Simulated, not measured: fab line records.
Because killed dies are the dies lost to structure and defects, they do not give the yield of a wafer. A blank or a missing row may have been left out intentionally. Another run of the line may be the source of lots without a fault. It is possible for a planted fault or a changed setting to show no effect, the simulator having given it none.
8D (eight disciplines) problem report, filled in by code / flow berkeley cmos170 / the parts of the form that need people (team, actions taken, sign-off) are left out

== 1. THE ISSUE ==
GATE_OVL at UCB170_GATE_OVL_MEAS_13 reads a mean of 254 nm on 12 wafers of 4 lots; wafers without a fault read -2 nm with a standard deviation of 5.2. That puts it +49 standard deviations away from the usual mean.
First observed at day 9 00:39: wafer L785.1, on overlay-01. The record holds 48 wafers of 16 lots with a number at this step. The rule behind "out" and "out of limits": a value lying over 4 standard deviations away from the usual mean. The other wafers with a number count as sound.

== 2. WHAT IT IS AND WHAT IT IS NOT ==
question=which readings at this step | is=GATE_OVL | is not=-
question=which lots | is=L785, L786, L789, L790 | is not=L776, L777, L779, L780, L781, L782, L784, L787, L788, L793, L795, L796
question=which wafers of those lots | is=all that have a number | is not=-
question=read on which gauges | is=overlay-01, overlay-02 | is not=-
question=when | is=from day 9 00:39 | is not=up to then (27 sound wafers); but 9 sound wafers of L793, L795, L796 came after

== 3. THE SUSPECTS, EACH WITH WHAT RULES IT OUT ==
Counting: a tool at a process step up to the reading stays a suspect if it ran every lot that is out and no sound lot after the first of them.
- ruled out: the gauge at UCB170_GATE_OVL_MEAS_13. Those wafers that are out were read across 2 gauges (overlay-01, overlay-02).
- krf scanner-01 at UCB170_GATE_EXPOSE_09 (exposes mask POLY, target cd 350 nm): kept. It ran every lot that is out, first L785 (day 9 00:08), and no sound lot after that; its last sound lot up to then is L787 (day 8 23:41).
The count leaves krf scanner-01 at UCB170_GATE_EXPOSE_09.

== 4. THE CAUSE (what the simulator had put in) ==
Scanner matching overlay: krf scanner-01, from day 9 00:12 on, at UCB170_GATE_EXPOSE_09. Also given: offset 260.
The count eliminated every tool but this one.

== 5. THE CHAIN OF EFFECTS, in route order ==
Each row: a reading whose mean over the struck wafers that have a number lies more than 3 standard deviations from the usual. Only readings whose record carries a usual standard deviation are examined. hours: median over the lots of the time between each lot's start at the first step of this table that gives one and its start at this step. sigmas: the change, counted in usual standard deviations.
hours=0; step=UCB170_GATE_OVL_MEAS_13; reading=GATE_OVL; usual=-2 nm; on struck wafers=254; change=+256; sigmas=+49

== 6. WHAT WOULD HAVE CAUGHT IT SOONER ==
In this record the first reading out of limits at a measuring or inspecting step was taken at day 9 00:39, 0 hours after the fault began at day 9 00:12.
Lots out: 4; of these, L790, L789 started UCB170_GATE_EXPOSE_09 on krf scanner-01 after day 9 00:39. A hold on the tool at that time would have spared those 2.
